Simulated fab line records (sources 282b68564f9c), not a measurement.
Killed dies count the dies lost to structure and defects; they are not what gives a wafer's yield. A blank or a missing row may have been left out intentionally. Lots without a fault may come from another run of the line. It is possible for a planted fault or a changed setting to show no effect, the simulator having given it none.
fab line records    flow rit_cmos
[record] lots = 14  wafers = 42  last_day = 7
route steps=202 shown NRETRO@55 M1@202
lots that met no fault: from a run of the same line without faults
start_h: hours from the record's opening day to when the first of the lot's shown wafers began    wait_h: hours elapsed since this lot's preceding step    " same as the row above    L1.1+2: a row that stands for several wafers    - either no value or no given start    * or withheld: withheld    < > ~ a bound
route shown NAME@n: NAME is a module with steps in the file, n the number in the route of the first one    usual: mean/standard deviation taken from wafers without a fault    same: alike in all rows    chamber/n: place in a boat    sites: the reading at each site    _std_site: standard deviation of those values    _edge_site: outer sites' mean less inner sites'    radius_mm: for every site, how far away it sits from the centre of the wafer    mask NAME#n: copy n    behind: the last tool/chamber to shape the wafer    hold: what put the lot on hold/how long, in hours/how the hold closed    device: names the non-switching transistor (n, p or np)    end of line: tests run on the same wafers once the route is complete    a step with no rows: only its recipe    killed: dies lost to structure and defects at the first sort, not the wafer's yield    map: shows each die of a wafer: x if killed, . if not, _ if none is there
set.NAME: the setting that was run; set.NAME@STEP: the one run at that earlier step    model.NAME: the simulator's own value behind a step, which no gauge read
route steps across a sampled set of lots; one table per step, one row per wafer
[[steps]]
[step RIT_NRETRO_SOFTBAKE_02]
[recipe] resist = NOVOLAK  temp_c = 90  time_s = 60
[usual] exhaust_pa = 45.0/0.88  resist_line_temp_C = 23.02/0.11  run_length_s = 89.14/0.24
lot.wafer  tool            chamber  start_h  wait_h  exhaust_pa  resist_line_temp_C  run_length_s
L406.2     litho_track-02  0        30.87    0.1     43.9        23.17               89.28
L406.3     "               0        "        "       45.7        22.90               89.31
L406.6     "               0        "        "       45.8        23.03               89.45
L407.3     litho_track-02  0        36.84    0.1     44.1        22.92               89.24
L407.4     "               0        "        "       42.9        23.07               89.25
L407.5     "               0        "        "       44.2        23.14               89.51
L408.1     litho_track-01  0        44.03    0.1     44.3        23.05               89.08
L408.3     "               0        "        "       45.8        22.96               88.90
L408.4     "               0        "        "       44.3        23.14               88.84
L411.3     litho_track-02  0        57.47    0.1     44.5        22.97               89.30
L411.4     "               0        "        "       44.4        22.99               89.20
L411.6     "               0        "        "       45.3        22.92               89.22
L412.1     litho_track-03  0        63.12    0.1     45.2        23.05               89.32
L412.2     "               0        "        "       45.4        23.20               89.19
L412.3     "               0        "        "       44.5        23.23               89.46
L414.1     litho_track-01  0        69.95    0.1     44.5        23.04               88.76
L414.3     "               0        "        "       44.2        23.10               88.78
L414.5     "               0        "        "       45.0        23.06               88.89
L415.1     litho_track-02  0        75.95    0.1     45.1        23.07               89.22
L415.3     "               0        "        "       44.5        22.84               89.19
L415.4     "               0        "        "       44.2        23.06               89.31
L416.3     litho_track-02  0        79.55    0.1     45.2        23.01               89.21
L416.5     "               0        "        "       44.8        22.97               89.29
L416.6     "               0        "        "       44.9        22.96               89.17
L417.3     litho_track-03  0        83.71    0.1     44.6        23.00               89.45
L417.5     "               0        "        "       44.8        23.07               89.30
L417.6     "               0        "        "       44.1        23.06               89.27
L418.2     litho_track-03  0        89.65    0.1     44.0        22.99               89.43
L418.3     "               0        "        "       43.5        23.12               89.17
L418.5     "               0        "        "       44.7        23.13               89.19
L425.4     litho_track-01  0        123.64   0.1     46.5        22.97               93.86
L425.5     "               0        "        "       44.7        23.08               94.00
L425.6     "               0        "        "       46.1        23.11               93.87
L426.1     litho_track-01  0        129.10   0.1     45.3        22.84               93.85
L426.3     "               0        "        "       45.2        22.96               94.26
L426.6     "               0        "        "       45.7        22.84               94.04
L428.2     litho_track-03  0        139.35   0.1     45.4        22.92               89.55
L428.5     "               0        "        "       45.3        23.20               89.28
L428.6     "               0        "        "       46.6        23.08               89.36
L429.1     litho_track-03  0        143.28   0.1     46.5        23.07               89.38
L429.5     "               0        "        "       45.1        23.13               89.16
L429.6     "               0        "        "       45.1        23.07               89.19
[step RIT_M1_PROBE_99]
[usual] killed_at_contacts = 0.1/0.29  killed_at_front_end = 7/3  killed_dies = 8/3  killed_open = 3.7/2  killed_short = 3.8/2.1
[same] gross_dies = 264  killed_at_M0_to_M3 = 0  killed_at_M4_up = 0  killed_at_back_side = 0  killed_at_other = 0
lot.wafer  tool       chamber  start_h  wait_h  killed_at_contacts  killed_at_front_end  killed_dies  killed_open  killed_short
L406.2     prober-01  -        64.50    0.1     0                   8                    8            3            5
L406.3     prober-01  -        64.55    0.2     0                   9                    9            4            5
L406.6     prober-01  -        64.70    0.2     0                   7                    7            4            3
L407.3     prober-02  -        70.32    0.2     1                   3                    4            2            2
L407.4     prober-02  -        70.37    0.2     1                   8                    9            6            3
L407.5     prober-02  -        70.42    0.2     0                   6                    6            5            1
L408.1     prober-01  -        77.08    0.1     1                   6                    7            2            5
L408.3     prober-01  -        77.18    0.2     0                   2                    2            0            2
L408.4     prober-01  -        77.23    0.2     0                   9                    9            6            3
L411.3     prober-02  -        88.29    0.2     0                   9                    9            4            5
L411.4     prober-02  -        88.34    0.2     0                   8                    8            7            1
L411.6     prober-02  -        88.44    0.2     0                   13                   13           6            7
L412.1     prober-01  -        91.85    0.1     1                   5                    6            5            1
L412.2     prober-01  -        91.90    0.1     0                   3                    3            3            0
L412.3     prober-01  -        91.95    0.2     0                   6                    6            4            2
L414.1     prober-01  -        98.50    0.1     0                   7                    7            2            5
L414.3     prober-01  -        98.60    0.2     0                   13                   13           3            10
L414.5     prober-01  -        98.70    0.2     0                   7                    7            5            2
L415.1     prober-02  -        106.42   0.1     0                   7                    7            3            4
L415.3     prober-02  -        106.52   0.2     0                   8                    8            3            5
L415.4     prober-02  -        106.57   0.2     0                   7                    7            5            2
L416.3     prober-01  -        108.77   0.2     0                   10                   10           4            6
L416.5     prober-01  -        108.87   0.2     0                   10                   10           5            5
L416.6     prober-01  -        108.92   0.2     0                   8                    8            4            4
L417.3     prober-02  -        113.89   0.2     0                   7                    7            3            4
L417.5     prober-02  -        113.99   0.2     0                   11                   11           8            3
L417.6     prober-02  -        114.04   0.2     0                   5                    5            3            2
L418.2     prober-01  -        118.30   0.1     0                   9                    9            4            5
L418.3     prober-01  -        118.35   0.2     0                   6                    6            3            3
L418.5     prober-01  -        118.45   0.2     0                   14                   14           5            9
L425.4     prober-02  -        151.85   0.2     0                   5                    5            1            2
L425.5     prober-02  -        151.90   0.2     0                   10                   10           4            5
L425.6     prober-02  -        151.95   0.2     0                   4                    4            4            0
L426.1     prober-01  -        157.50   0.1     0                   8                    8            7            1
L426.3     prober-01  -        157.60   0.2     0                   6                    6            2            4
L426.6     prober-01  -        157.75   0.2     0                   11                   11           3            8
L428.2     prober-01  -        166.98   0.1     0                   5                    5            1            4
L428.5     prober-01  -        167.13   0.2     0                   6                    6            4            2
L428.6     prober-01  -        167.18   0.2     0                   4                    4            3            1
L429.1     prober-02  -        171.72   0.1     0                   6                    6            4            2
L429.5     prober-02  -        171.92   0.2     0                   10                   10           4            6
L429.6     prober-02  -        171.97   0.2     1                   6                    7            2            5
// killed by level:class
L406.2 REOX:geometric_particle:short=3 REOX:geometric_particle:open=2 FOX1:geometric_particle:short=1 GATE:geometric_particle:open=1 GATE:geometric_particle:short=1
L406.3 FOX1:geometric_particle:short=2 FOX1:geometric_particle:open=1 GATE:geometric_particle:open=1 GATE:geometric_particle:short=1 REOX:geometric_particle:open=1 SPACER:geometric_particle:short=1 SILICIDE:geometric_particle:open=1 SILICIDE:geometric_particle:short=1
L406.6 GATE:geometric_particle:open=3 FOX1:geometric_particle:short=2 FOX1:geometric_particle:open=1 GATE:geometric_particle:short=1
L407.3 FOX1:geometric_particle:open=1 SPACER:geometric_particle:short=1 SILICIDE:geometric_particle:open=1 CONTACT:geometric_particle:short=1
L407.4 SPACER:geometric_particle:open=3 GATE:geometric_particle:short=2 FOX1:geometric_particle:open=1 FOX2:geometric_particle:open=1 SPACER:geometric_particle:short=1 CONTACT:geometric_particle:open=1
L407.5 FOX1:geometric_particle:open=2 SPACER:geometric_particle:open=2 FOX2:geometric_particle:open=1 SILICIDE:geometric_particle:short=1
L408.1 SPACER:geometric_particle:short=2 FOX2:geometric_particle:open=1 GATE:geometric_particle:short=1 REOX:geometric_particle:short=1 SPACER:geometric_particle:open=1 CONTACT:geometric_particle:short=1
L408.3 GATE:geometric_particle:short=1 REOX:geometric_particle:short=1
L408.4 FOX1:geometric_particle:open=2 FOX1:geometric_particle:short=2 GATE:geometric_particle:open=2 REOX:geometric_particle:open=2 SPACER:geometric_particle:short=1
L411.3 GATE:geometric_particle:short=3 FOX1:geometric_particle:open=2 FOX1:geometric_particle:short=1 FOX2:geometric_particle:open=1 SILICIDE:geometric_particle:open=1 SILICIDE:geometric_particle:short=1
L411.4 GATE:geometric_particle:open=3 REOX:geometric_particle:open=2 FOX1:geometric_particle:open=1 SILICIDE:geometric_particle:open=1 SILICIDE:geometric_particle:short=1
L411.6 FOX1:geometric_particle:short=3 SILICIDE:geometric_particle:open=3 ACTIVE:geometric_particle:short=2 FOX1:geometric_particle:open=1 FOX2:geometric_particle:open=1 FOX2:geometric_particle:short=1 GATE:geometric_particle:short=1 GATE:geometric_particle:open=1
L412.1 REOX:geometric_particle:open=2 FOX1:geometric_particle:open=1 FOX2:geometric_particle:open=1 SILICIDE:geometric_particle:short=1 CONTACT:geometric_particle:open=1
L412.2 FOX2:geometric_particle:open=1 GATE:geometric_particle:open=1 SPACER:geometric_particle:open=1
L412.3 FOX2:geometric_particle:open=3 FOX1:geometric_particle:short=1 GATE:geometric_particle:open=1 REOX:geometric_particle:short=1
L414.1 FOX1:geometric_particle:short=3 GATE:geometric_particle:short=2 GATE:geometric_particle:open=1 STARTING-WAFER:geometric_particle:open=1
L414.3 FOX1:geometric_particle:short=4 GATE:geometric_particle:short=3 REOX:geometric_particle:short=3 FOX1:geometric_particle:open=2 SILICIDE:geometric_particle:open=1
L414.5 FOX1:geometric_particle:short=2 GATE:geometric_particle:open=2 FOX1:geometric_particle:open=1 REOX:geometric_particle:open=1 SPACER:geometric_particle:open=1
L415.1 SPACER:geometric_particle:short=4 GATE:geometric_particle:open=2 SPACER:geometric_particle:open=1
L415.3 FOX2:geometric_particle:open=2 REOX:geometric_particle:short=2 FOX2:geometric_particle:short=1 GATE:geometric_particle:short=1 SPACER:geometric_particle:open=1 SPACER:geometric_particle:short=1
L415.4 GATE:geometric_particle:open=4 REOX:geometric_particle:short=1 SPACER:geometric_particle:open=1 SILICIDE:geometric_particle:short=1
L416.3 FOX1:geometric_particle:short=3 GATE:geometric_particle:short=3 GATE:geometric_particle:open=2 FOX1:geometric_particle:open=1 REOX:geometric_particle:open=1
L416.5 SILICIDE:geometric_particle:short=3 GATE:geometric_particle:open=2 SILICIDE:geometric_particle:open=2 FOX1:geometric_particle:short=1 FOX1:geometric_particle:open=1 REOX:geometric_particle:short=1
L416.6 GATE:geometric_particle:open=3 SILICIDE:geometric_particle:short=2 FOX1:geometric_particle:short=1 FOX1:geometric_particle:open=1 REOX:geometric_particle:short=1
L417.3 GATE:geometric_particle:short=2 GATE:geometric_particle:open=2 FOX2:geometric_particle:short=1 SPACER:geometric_particle:open=1 SILICIDE:geometric_particle:short=1
L417.5 SILICIDE:geometric_particle:open=3 FOX1:geometric_particle:open=2 FOX2:geometric_particle:open=1 FOX2:geometric_particle:short=1 REOX:geometric_particle:short=1 REOX:geometric_particle:open=1 SPACER:geometric_particle:open=1 SILICIDE:geometric_particle:short=1
L417.6 FOX1:geometric_particle:short=2 REOX:geometric_particle:open=2 SILICIDE:geometric_particle:open=1
L418.2 FOX2:geometric_particle:open=2 SPACER:geometric_particle:short=2 FOX1:geometric_particle:short=1 GATE:geometric_particle:open=1 GATE:geometric_particle:short=1 REOX:geometric_particle:short=1 SPACER:geometric_particle:open=1
L418.3 FOX1:geometric_particle:short=1 GATE:geometric_particle:open=1 REOX:geometric_particle:short=1 REOX:geometric_particle:open=1 SPACER:geometric_particle:short=1 SILICIDE:geometric_particle:open=1
L418.5 GATE:geometric_particle:short=4 REOX:geometric_particle:open=3 REOX:geometric_particle:short=2 SPACER:geometric_particle:open=2 SILICIDE:geometric_particle:short=2 FOX2:geometric_particle:short=1
L425.4 GATE:geometric_particle:short=2 PRETRO:coat_microbubble_printed=2 REOX:geometric_particle:open=1
L425.5 GATE:geometric_particle:short=3 SPACER:geometric_particle:open=2 GATE:geometric_particle:open=1 REOX:geometric_particle:short=1 SILICIDE:geometric_particle:short=1 SILICIDE:geometric_particle:open=1 PRETRO:coat_microbubble_printed=1
L425.6 FOX1:geometric_particle:open=1 GATE:geometric_particle:open=1 SPACER:geometric_particle:open=1 SILICIDE:geometric_particle:open=1
L426.1 SPACER:geometric_particle:open=3 GATE:geometric_particle:open=2 ACTIVE:geometric_particle:open=1 GATE:geometric_particle:short=1 REOX:geometric_particle:open=1
L426.3 REOX:geometric_particle:short=2 GATE:geometric_particle:short=1 GATE:geometric_particle:open=1 SPACER:geometric_particle:open=1 SILICIDE:geometric_particle:short=1
L426.6 GATE:geometric_particle:short=3 REOX:geometric_particle:short=2 SPACER:geometric_particle:short=2 FOX1:geometric_particle:short=1 GATE:geometric_particle:open=1 REOX:geometric_particle:open=1 SILICIDE:geometric_particle:open=1
L428.2 FOX1:geometric_particle:short=2 REOX:geometric_particle:short=1 SILICIDE:geometric_particle:short=1 SILICIDE:geometric_particle:open=1
L428.5 FOX1:geometric_particle:open=2 GATE:geometric_particle:open=2 FOX2:geometric_particle:short=1 GATE:geometric_particle:short=1
L428.6 SPACER:geometric_particle:open=2 GATE:geometric_particle:open=1 SPACER:geometric_particle:short=1
L429.1 SILICIDE:geometric_particle:open=2 FOX1:geometric_particle:open=1 FOX2:geometric_particle:short=1 REOX:geometric_particle:short=1 SPACER:geometric_particle:open=1
L429.5 REOX:geometric_particle:short=3 GATE:geometric_particle:open=2 FOX1:geometric_particle:short=1 FOX2:geometric_particle:short=1 REOX:geometric_particle:open=1 SILICIDE:geometric_particle:open=1 SILICIDE:geometric_particle:short=1
L429.6 GATE:geometric_particle:short=2 FOX1:geometric_particle:short=1 GATE:geometric_particle:open=1 REOX:geometric_particle:short=1 SILICIDE:geometric_particle:open=1 CONTACT:geometric_particle:short=1
[[key]]
[first_sign] step = RIT_NRETRO_SOFTBAKE_02  reading = run_length_s  direction = up  sigmas = 21  usual = *  struck = *
effect none on later readings
met_at RIT_NRETRO_SOFTBAKE_02
struck_lots L425,L426
tester_left_out L425,L426
onset_between 69.95 123.64
[fault] kind = process_parameter_drift  tool = litho_track-01  chamber = -  onset_h = 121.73  steps = RIT_NRETRO_SOFTBAKE_02  channel = time_s  offset = *  shape = step  end_h = 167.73  acts_in = *  stated = *
// tester_left_out: of these lots the tester's yield and bins aren't shown, on N5 and GAA mostly nor the transistor test; their killed dies are dies lost to structure and defects alone, not to doping, threshold or leakage, so they don't give the yield
